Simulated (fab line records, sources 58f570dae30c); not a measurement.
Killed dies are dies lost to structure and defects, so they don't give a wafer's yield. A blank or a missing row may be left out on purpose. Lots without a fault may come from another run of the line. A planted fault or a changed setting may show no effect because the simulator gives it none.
Which tool did it? | flow berkeley_cmos170 | 15 lots, 45 wafers sampled, at 4 steps of a route of 331

WHAT THE GAUGES READ, wafer by wafer
UCB170_WELLDRIVE_THK_MEAS_02. Usual: WELLDRIVE_OXIDE_THK 199 nm, standard deviation 3.8.
lot  | measured    | on            | WELLDRIVE_OXIDE_THK (nm) | flag
L643 | day 4 03:32 | film_metro-01 | 203 203 207              |
L644 | day 4 10:10 | film_metro-01 | 195 198 197              |
L645 | day 4 18:27 | film_metro-04 | 192 194 195              |
L646 | day 4 18:26 | film_metro-03 | 203 196 200              |
L647 | day 4 18:26 | film_metro-01 | 198 197 196              |
L648 | day 5 01:53 | film_metro-04 | 198 198 197              |
L649 | day 5 08:00 | film_metro-01 | 195 196 198              |
L650 | day 5 08:01 | film_metro-04 | 200 197 198              |
L651 | day 5 12:43 | film_metro-01 | 194 192 193              |
L652 | day 5 20:23 | film_metro-03 | 202 195 201              |
L662 | day 8 01:13 | film_metro-04 | 201 203 197              |
L663 | day 8 01:13 | film_metro-01 | 197 199 196              |
L664 | day 8 17:14 | film_metro-01 | 201 200 202              |
L665 | day 8 17:14 | film_metro-04 | 202 200 198              |
L666 | day 9 03:56 | film_metro-04 | 205 204 205              |

UCB170_ACTIVE_OVL_MEAS_14. Usual: ACTIVE_OVL 1 nm, standard deviation 5.7.
lot  | measured     | on         | ACTIVE_OVL (nm) | flag
L643 | day 5 02:59  | overlay-02 | 2 2 5           |
L644 | day 5 08:31  | overlay-01 | -11 -4 -5       |
L645 | day 5 18:26  | overlay-01 | -8 1 -3         |
L646 | day 5 18:33  | overlay-02 | 2 -4 5          |
L647 | day 5 18:55  | overlay-01 | 2 5 -2          |
L648 | day 6 03:13  | overlay-01 | -2 -14 -5       |
L649 | day 6 02:50  | overlay-01 | 8 1 8           |
L650 | day 6 03:20  | overlay-01 | 0 3 -2          |
L651 | day 6 03:01  | overlay-02 | -2 -2 -2        |
L652 | day 6 23:12  | overlay-02 | 4 7 11          |
L665 | day 9 16:47  | overlay-01 | 0 -2 -10        |
L666 | day 10 00:17 | overlay-01 | 4 5 3           |

WHICH TOOL RAN EACH LOT (tool, then ch and the chambers of the sampled wafers, then the start)
lot  | UCB170_ZERO_STRIP_07                | UCB170_WELLDRIVE_WET_ETCH_04
L643 | plasma_asher-03 ch 0,1, day 1 19:14 | wet_bench-01 ch 0, day 4 11:19
L644 | plasma_asher-02 ch 0,1, day 2 02:59 | wet_bench-03 ch 2, day 4 16:46
L645 | plasma_asher-03 ch 0,1, day 2 07:52 | wet_bench-01 ch 2, day 5 00:51
L646 | plasma_asher-04 ch 0,1, day 2 14:04 | wet_bench-01 ch 0, day 5 00:51
L647 | plasma_asher-04 ch 0,1, day 2 18:09 | wet_bench-01 ch 0, day 5 00:51
L648 | plasma_asher-02 ch 1, day 3 01:26   | wet_bench-02 ch 1, day 5 09:23
L649 | plasma_asher-02 ch 0,1, day 3 06:42 | wet_bench-02 ch 3, day 5 15:37
L650 | plasma_asher-04 ch 1, day 3 06:55   | wet_bench-02 ch 1, day 5 15:37
L651 | plasma_asher-02 ch 0,1, day 3 14:37 | wet_bench-02 ch 0, day 5 15:37
L652 | plasma_asher-04 ch 0,1, day 3 19:00 | wet_bench-01 ch 2, day 6 01:48
L662 | plasma_asher-02 ch 0,1, day 6 00:51 | wet_bench-02 ch 2, day 8 05:28
L663 | plasma_asher-02 ch 0,1, day 6 01:07 | wet_bench-02 ch 0, day 8 05:28
L664 | plasma_asher-02 ch 0,1, day 6 06:39 | wet_bench-03 ch 1, day 9 01:02
L665 | plasma_asher-04 ch 0,1, day 6 17:10 | wet_bench-03 ch 1, day 9 01:02
L666 | plasma_asher-02 ch 0,1, day 7 01:57 | wet_bench-01 ch 3, day 9 09:13
- UCB170_ZERO_STRIP_07: strips in O2.
- UCB170_WELLDRIVE_WET_ETCH_04: etches SiO2 in BOE, time 120 s.

WHAT THE TOOLS THEMSELVES READ (means of the sampled wafers that have a number; where no wafer has one, the mark that the record gives instead)
UCB170_ZERO_STRIP_07. Usual: chamber_pressure_mTorr 3500 mTorr, standard deviation 3.1; drypump_motor_current_A 5.5 A, standard deviation 0.32; oes_product_au 0.727 a.u., standard deviation 0.0044; strip_time_to_endpoint_s 21.47 s, standard deviation 0.057.
lot  | tool            | chamber_pressure_mTorr (mTorr) | drypump_motor_current_A (A) | oes_product_au (a.u.) | strip_time_to_endpoint_s (s) | flag
L643 | plasma_asher-03 | 3498                           | 6.0                         | 0.722                 | 21.48                        |
L644 | plasma_asher-02 | 3499                           | 5.5                         | 0.733                 | 21.53                        |
L645 | plasma_asher-03 | 3497                           | 6.0                         | 0.725                 | 21.55                        |
L646 | plasma_asher-04 | 3500                           | 5.2                         | 0.727                 | 21.40                        |
L647 | plasma_asher-04 | 3500                           | 5.2                         | 0.723                 | 21.37                        |
L648 | plasma_asher-02 | 3501                           | 5.5                         | 0.726                 | 21.39                        |
L649 | plasma_asher-02 | 3499                           | 5.5                         | 0.726                 | 21.44                        |
L650 | plasma_asher-04 | 3499                           | 5.2                         | 0.727                 | 21.49                        |
L651 | plasma_asher-02 | 3501                           | 5.6                         | 0.727                 | 21.41                        |
L652 | plasma_asher-04 | 3498                           | 5.1                         | 0.727                 | 21.45                        |
L662 | plasma_asher-02 | 3501                           | 5.5                         | 0.728                 | 21.39                        |
L663 | plasma_asher-02 | 3500                           | 5.6                         | 0.723                 | 21.48                        |
L664 | plasma_asher-02 | 3500                           | 5.6                         | 0.728                 | 21.53                        |
L665 | plasma_asher-04 | 3502                           | 5.2                         | 0.730                 | 21.45                        |
L666 | plasma_asher-02 | 3498                           | 5.6                         | 0.723                 | 21.49                        |

UCB170_WELLDRIVE_WET_ETCH_04. Usual: bath_heat_duty_pct 6.2 %, standard deviation 0.65; run_length_s 148 s, standard deviation 3.7.
lot  | tool         | bath_heat_duty_pct (%) | run_length_s (s) | flag
L643 | wet_bench-01 | 6.0                    | 146              |
L644 | wet_bench-03 | 7.6                    | 153              |
L645 | wet_bench-01 | 6.7                    | 152              |
L646 | wet_bench-01 | 5.9                    | 153              |
L647 | wet_bench-01 | 5.6                    | 153              |
L648 | wet_bench-02 | 5.7                    | 148              |
L649 | wet_bench-02 | 5.8                    | 146              |
L650 | wet_bench-02 | 5.9                    | 148              |
L651 | wet_bench-02 | 6.0                    | 148              |
L652 | wet_bench-01 | 6.7                    | 144              |
L662 | wet_bench-02 | -                      | -                | OFF
L663 | wet_bench-02 | -                      | -                | OFF
L664 | wet_bench-03 | -                      | -                | OFF
L665 | wet_bench-03 | 6.6                    | 145              |
L666 | wet_bench-01 | 6.6                    | 151              |

THE ANSWER, worked out from the rows above alone
Rule: a lot is off if the mean of its wafers that have a number lies more than 3 standard deviations from the usual mean. A lot without any number at a reading at which 4 lots or more have one is off too. The other lots that the step has rows for count as sound. The gauges are gone through in route order, then the tools' own readings, and for those a lot's mean is taken as printed above. The first step at which some lot is off is used, and at that step the reading that is off furthest; a lot without a number counts as furthest.
Off: L662, L663, L664, at UCB170_WELLDRIVE_WET_ETCH_04 (bath_heat_duty_pct). Without a number there: L662, L663, L664.
A tool fits if, at that step or a process step before it, it ran every lot that is off, and no sound lot after the first of them. None of those tried fits.

WHAT THE SIMULATOR HAD PUT IN
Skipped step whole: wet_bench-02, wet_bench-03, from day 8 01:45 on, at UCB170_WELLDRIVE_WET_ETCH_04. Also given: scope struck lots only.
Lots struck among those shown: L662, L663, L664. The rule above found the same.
